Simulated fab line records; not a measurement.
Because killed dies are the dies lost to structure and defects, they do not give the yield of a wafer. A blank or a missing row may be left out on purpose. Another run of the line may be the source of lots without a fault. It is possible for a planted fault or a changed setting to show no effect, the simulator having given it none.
One fault through the eyes of 2 desks || flow ritCmos || numbers are kept per desk, each desk with only its own; the story behind them comes last

## METROLOGY DESK
Lot by lot, what the gauges showed, no matter which tool ran the lot: averages of those sampled wafers that carry a number. Marked OUT: a lot whose mean sits more than 4 standard deviations from the usual mean, which makes it out of limits; the brackets give that distance.
Columns: A = PSD_RS at RIT_SDANNEAL_RS_MEAS_04, usual 116.1 ohm/sq; B = PLDD_RS at RIT_SDANNEAL_RS_MEAS_06, usual 178.7 ohm/sq
{"lot": "L280", "first seen here": "day 3 05:14", "A": 116.1, "B": 178.6}
{"lot": "L281", "first seen here": "day 3 08:05", "A": 116.2, "B": 179.2}
{"lot": "L282", "first seen here": "day 3 12:56", "A": 115.6, "B": 178.3}
{"lot": "L283", "first seen here": "day 3 20:46", "A": 116.0, "B": 178.4}
{"lot": "L284", "first seen here": "day 3 23:16", "A": 116.1, "B": 179.4}
{"lot": "L285", "first seen here": "day 4 09:54", "A": 116.2, "B": 178.7}
{"lot": "L287", "first seen here": "day 4 14:40", "A": 116.0, "B": 177.9}
{"lot": "L290", "first seen here": "day 5 08:41", "A": 116.1, "B": 178.1}
{"lot": "L292", "first seen here": "day 5 20:15", "A": 116.6, "B": 179.3}
{"lot": "L293", "first seen here": "day 5 22:20", "A": "128.2 (+40) OUT", "B": "191.1 (+23) OUT"}
{"lot": "L295", "first seen here": "day 6 04:58", "A": "128.1 (+40) OUT", "B": "191.1 (+23) OUT"}
{"lot": "L296", "first seen here": "day 6 10:18", "A": 115.9, "B": 178.4}
{"lot": "L298", "first seen here": "day 6 22:05", "A": 116.1, "B": 178.3}
{"lot": "L302", "first seen here": "day 7 18:04", "A": 115.9, "B": 178.7}
This desk finds L293, L295 out of limits, with the earliest case on L293 at day 5 22:20 (PSD_RS at RIT_SDANNEAL_RS_MEAS_04). Within limits: L280, L281, L282, L283, L284, L285, L287, L290, L292, L296, L298, L302.

## AT THE TOOL OWNER'S DESK: rtpAnneal-02
Per lot that ran on this tool, the mean of the sampled wafers carrying a number, from the tool's own readings at RIT_SDANNEAL_RTA_03 (time 5 s). Marked OUT: a lot whose mean sits more than 4 standard deviations from the usual mean, which makes it out of limits; the brackets give that distance.
Columns: A = wafer_temp_C_max at RIT_SDANNEAL_RTA_03, usual 1053.5
{"lot": "L281", "first seen here": "day 3 08:01", "A": 1053.9}
{"lot": "L283", "first seen here": "day 3 20:41", "A": 1053.4}
{"lot": "L285", "first seen here": "day 4 09:51", "A": 1052.9}
{"lot": "L287", "first seen here": "day 4 14:35", "A": 1053.9}
{"lot": "L293", "first seen here": "day 5 22:15", "A": 1053.4}
{"lot": "L295", "first seen here": "day 6 04:55", "A": 1052.9}
Result from this desk: across the 6 lots, nothing is out of limits.

## ALL TOGETHER
The metrology desk could have raised an alarm at day 5 22:20, on L293, L295.
The tool owner's desk saw nothing out of limits.
The tool owner's desk has L293, L295 on record, within its limits.
The lots listed all ran RIT_SDANNEAL_RTA_03 on rtpAnneal-02.

## WHAT THE SIMULATOR HAD INSERTED
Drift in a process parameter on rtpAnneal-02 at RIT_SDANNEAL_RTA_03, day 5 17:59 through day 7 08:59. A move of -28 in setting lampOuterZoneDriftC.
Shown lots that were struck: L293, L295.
Time in hours between the start of the fault and the first out-of-limits reading at each desk: metrology desk, 4.
